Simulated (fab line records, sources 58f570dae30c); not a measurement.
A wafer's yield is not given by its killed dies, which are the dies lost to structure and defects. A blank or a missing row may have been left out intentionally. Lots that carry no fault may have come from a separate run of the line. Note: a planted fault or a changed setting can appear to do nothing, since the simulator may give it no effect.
Chamber matching || flow berkeley cmos170 || rie diel-03 running UCB170_PWELL_ETCH_14: 4 sister chambers
The step etches Si3N4 in CH3F/Ar/O2, stops on SiO2, target depth 242 nm, time 151 s. 4 wafers are shown with their chamber, then 8 later ones without.

## WAFERS PAIRED WITH THEIR CHAMBERS
{"wafer": "L724.1", "chamber": 2, "drypump motor current A (A)": 5.7}
{"wafer": "L724.2", "chamber": 1, "drypump motor current A (A)": 6.3}
{"wafer": "L724.6", "chamber": 3, "drypump motor current A (A)": 5.3}
{"wafer": "L725.3", "chamber": 0, "drypump motor current A (A)": 5.6}

## WAFERS WITHOUT THEIR CHAMBER
{"wafer": "L725.4", "drypump motor current A (A)": 5.8}
{"wafer": "L725.6", "drypump motor current A (A)": 5.6}
{"wafer": "L726.1", "drypump motor current A (A)": 5.6}
{"wafer": "L726.3", "drypump motor current A (A)": 5.7}
{"wafer": "L726.5", "drypump motor current A (A)": 5.3}
{"wafer": "L731.1", "drypump motor current A (A)": 6.4}
{"wafer": "L731.4", "drypump motor current A (A)": 5.6}
{"wafer": "L731.5", "drypump motor current A (A)": 5.6}

## WHICH CHAMBER EACH WENT THROUGH
{"wafer": "L725.4", "from the rows above": 2, "in truth": 2}
{"wafer": "L725.6", "from the rows above": 0, "in truth": 0}
{"wafer": "L726.1", "from the rows above": 0, "in truth": 0}
{"wafer": "L726.3", "from the rows above": 2, "in truth": 2}
{"wafer": "L726.5", "from the rows above": 3, "in truth": 3}
{"wafer": "L731.1", "from the rows above": 1, "in truth": 1}
{"wafer": "L731.4", "from the rows above": 0, "in truth": 0}
{"wafer": "L731.5", "from the rows above": 0, "in truth": 0}
8 of 8 placed correctly. Left unplaced by these rows: 0. Wrongly placed: 0.
How it was worked out, from the rows above alone: a wafer's distance from a chamber is the root of the sum, over the readings, of the square of ((its reading less the chamber's mean) divided by the reading's scatter). If the next closest chamber is less than 2 further off than the closest, the wafer can't be placed; otherwise it belongs to the closest. The mean given for a chamber averages the wafers shown for that chamber. The scatter (one wafer shown for each chamber): square how far every hidden wafer sits from the nearest shown wafer, average those squares and take the square root.
